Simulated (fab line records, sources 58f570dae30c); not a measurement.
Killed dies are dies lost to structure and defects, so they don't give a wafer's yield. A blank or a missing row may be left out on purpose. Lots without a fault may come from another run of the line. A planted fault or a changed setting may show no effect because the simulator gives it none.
Which tool did it? | flow berkeley_cmos170 | 13 lots, 37 wafers sampled, at 5 steps of a route of 331

WHAT THE GAUGES READ, wafer by wafer
UCB170_M2_CD_MEAS_15: target cd 700 nm. Usual: cd_nm 700.0 nm, standard deviation 1.2.
lot  | measured     | on        | cd_nm (nm)        | flag
L877 | day 7 07:32  | cd_sem-01 | 701.2 699.4 700.2 |
L880 | day 7 18:44  | cd_sem-01 | 700.0 700.8 698.9 |
L879 | day 7 19:45  | cd_sem-02 | 700.3 700.4 701.0 |
L881 | day 8 10:18  | cd_sem-01 | 703.4 700.8 700.7 |
L884 | day 9 06:33  | cd_sem-02 | 700.4             |
L887 | day 9 16:43  | cd_sem-01 | 701.6 700.7 700.2 |
L889 | day 9 17:14  | cd_sem-02 | 701.2 699.0 700.5 |
L890 | day 10 06:16 | cd_sem-02 | 700.5 698.8 698.6 |
L893 | day 10 21:34 | cd_sem-02 | 700.5 702.1 700.4 |
L894 | day 10 23:16 | cd_sem-01 | 697.8 697.8 699.3 |
L895 | day 11 12:19 | cd_sem-02 | 700.2 699.5 699.0 |
L897 | day 12 06:48 | cd_sem-02 | 702.2 701.5 700.6 |
L899 | day 12 17:46 | cd_sem-01 | 699.1 700.3 700.2 |

UCB170_V2_THK_MEAS_01. Usual: V2_TEOS_THK 2007 nm, standard deviation 25.
lot  | measured     | on            | V2_TEOS_THK (nm) | flag
L877 | day 7 08:18  | film_metro-03 | 2026 1998 2068   |
L880 | day 7 19:41  | film_metro-01 | 2004 1995 2001   |
L879 | day 7 20:29  | film_metro-03 | 2022 2036 2063   |
L881 | day 8 11:04  | film_metro-01 | 2001 1988 2007   |
L884 | day 9 07:16  | film_metro-04 | 1727             | OFF
L887 | day 9 17:28  | film_metro-04 | 2012 2035 2039   |
L889 | day 9 17:59  | film_metro-04 | 1994 2034 2009   |
L890 | day 10 07:13 | film_metro-01 | 1981 1978 2014   |
L893 | day 10 22:19 | film_metro-01 | 2008 2000 2026   |
L894 | day 11 00:02 | film_metro-01 | 2000 2003 2065   |
L895 | day 11 13:05 | film_metro-04 | 1979 1984 2003   |
L897 | day 12 07:32 | film_metro-04 | 1950 1991 2000   |
L899 | day 12 18:30 | film_metro-04 | 1997 2023 2034   |

WHICH TOOL RAN EACH LOT (tool, then ch and the chambers of the sampled wafers, then the start)
lot  | UCB170_M1_SPUTTER_00         | UCB170_M2_SPUTTER_01         | UCB170_V2_CVD_00
L877 | pvd_sputter-02, day 6 22:50  | pvd_sputter-03, day 7 05:34  | pecvd-03 ch 0,1,2, day 7 08:08
L880 | pvd_sputter-02, day 7 06:59  | pvd_sputter-04, day 7 16:25  | pecvd-01 ch 0,1, day 7 19:32
L879 | pvd_sputter-04, day 7 07:16  | pvd_sputter-03, day 7 17:25  | pecvd-02 ch 0,1, day 7 20:19
L881 | pvd_sputter-03, day 7 23:31  | pvd_sputter-03, day 8 07:46  | pecvd-03 ch 1,2, day 8 10:54
L884 | pvd_sputter-03, day 8 17:51  | pvd_sputter-01, day 9 04:14  | pecvd-03 ch 1, day 9 07:08
L887 | pvd_sputter-02, day 9 05:52  | pvd_sputter-04, day 9 14:24  | pecvd-02 ch 1,2, day 9 17:17
L889 | pvd_sputter-04, day 9 06:06  | pvd_sputter-01, day 9 14:31  | pecvd-02 ch 1,2, day 9 17:49
L890 | pvd_sputter-02, day 9 16:24  | pvd_sputter-04, day 10 03:37 | pecvd-01 ch 0,1,2, day 10 07:04
L893 | pvd_sputter-02, day 10 10:07 | pvd_sputter-01, day 10 19:16 | pecvd-02 ch 0,2, day 10 22:09
L894 | pvd_sputter-04, day 10 13:16 | pvd_sputter-01, day 10 21:13 | pecvd-02 ch 0,1,2, day 10 23:53
L895 | pvd_sputter-02, day 10 23:44 | pvd_sputter-01, day 11 10:29 | pecvd-02 ch 1,2, day 11 12:55
L897 | pvd_sputter-02, day 11 18:21 | pvd_sputter-03, day 12 04:43 | pecvd-02 ch 0,1,2, day 12 07:22
L899 | pvd_sputter-02, day 12 03:50 | pvd_sputter-03, day 12 15:35 | pecvd-02 ch 0,1,2, day 12 18:24
- UCB170_M1_SPUTTER_00: material Al, target thk 600 nm, time 80 s.
- UCB170_M2_SPUTTER_01: material Al, target thk 900 nm, time 120 s.
- UCB170_V2_CVD_00: deposits SiO2 from TEOS/O2, target thk 2000 nm, time 250 s.

WHAT THE TOOLS THEMSELVES READ (means of the sampled wafers that have a number; where no wafer has one, the mark that the record gives instead)
UCB170_M1_SPUTTER_00. Usual: throttle_valve_pct 30.0 %, standard deviation 0.6.
lot  | tool           | throttle_valve_pct (%) | flag
L877 | pvd_sputter-02 | 29.7                   |
L880 | pvd_sputter-02 | 30.1                   |
L879 | pvd_sputter-04 | 29.9                   |
L881 | pvd_sputter-03 | 30.0                   |
L884 | pvd_sputter-03 | 29.6                   |
L887 | pvd_sputter-02 | 30.1                   |
L889 | pvd_sputter-04 | 30.5                   |
L890 | pvd_sputter-02 | 29.9                   |
L893 | pvd_sputter-02 | 29.4                   |
L894 | pvd_sputter-04 | 29.9                   |
L895 | pvd_sputter-02 | 30.4                   |
L897 | pvd_sputter-02 | 30.6                   |
L899 | pvd_sputter-02 | 29.9                   |

UCB170_M2_SPUTTER_01. Usual: throttle_valve_pct 30.4 %, standard deviation 0.78.
lot  | tool           | throttle_valve_pct (%) | flag
L877 | pvd_sputter-03 | 29.4                   |
L880 | pvd_sputter-04 | 30.1                   |
L879 | pvd_sputter-03 | 29.3                   |
L881 | pvd_sputter-03 | 29.4                   |
L884 | pvd_sputter-01 | 31.4                   |
L887 | pvd_sputter-04 | 30.2                   |
L889 | pvd_sputter-01 | 31.2                   |
L890 | pvd_sputter-04 | 30.1                   |
L893 | pvd_sputter-01 | 31.1                   |
L894 | pvd_sputter-01 | 30.8                   |
L895 | pvd_sputter-01 | 31.0                   |
L897 | pvd_sputter-03 | 29.4                   |
L899 | pvd_sputter-03 | 29.8                   |

UCB170_V2_CVD_00. Usual: heater_power_w 271 W, standard deviation 56; rf_fwd_power_W 548.3 W, standard deviation 1.7.
lot  | tool     | heater_power_w (W) | rf_fwd_power_W (W) | flag
L877 | pecvd-03 | 256                | 548.9              |
L880 | pecvd-01 | 303                | 547.6              |
L879 | pecvd-02 | 266                | 546.7              |
L881 | pecvd-03 | 239                | 546.9              |
L884 | pecvd-03 | 174                | 547.2              |
L887 | pecvd-02 | 320                | 550.1              |
L889 | pecvd-02 | 318                | 549.9              |
L890 | pecvd-01 | 305                | 547.7              |
L893 | pecvd-02 | 248                | 547.2              |
L894 | pecvd-02 | 324                | 547.7              |
L895 | pecvd-02 | 322                | 549.1              |
L897 | pecvd-02 | 265                | 549.1              |
L899 | pecvd-02 | 246                | 548.9              |

THE ANSWER, worked out from the rows above alone
Rule: a lot is off if the mean of its wafers that have a number lies more than 3 standard deviations from the usual mean. A lot without any number at a reading at which 4 lots or more have one is off too. The other lots that the step has rows for count as sound. The gauges are gone through in route order, then the tools' own readings, and for those a lot's mean is taken as printed above. The first step at which some lot is off is used, and at that step the reading that is off furthest; a lot without a number counts as furthest.
Off: L884, at UCB170_V2_THK_MEAS_01 (V2_TEOS_THK).
A tool fits if, at a process step before that reading, it ran every lot that is off, and no sound lot after the first of them. The gauges at UCB170_V2_THK_MEAS_01 are tried like those tools. Can't be told from this: 2 tools fit, pvd_sputter-03 at UCB170_M1_SPUTTER_00, pecvd-03 at UCB170_V2_CVD_00.

WHAT THE SIMULATOR HAD PUT IN
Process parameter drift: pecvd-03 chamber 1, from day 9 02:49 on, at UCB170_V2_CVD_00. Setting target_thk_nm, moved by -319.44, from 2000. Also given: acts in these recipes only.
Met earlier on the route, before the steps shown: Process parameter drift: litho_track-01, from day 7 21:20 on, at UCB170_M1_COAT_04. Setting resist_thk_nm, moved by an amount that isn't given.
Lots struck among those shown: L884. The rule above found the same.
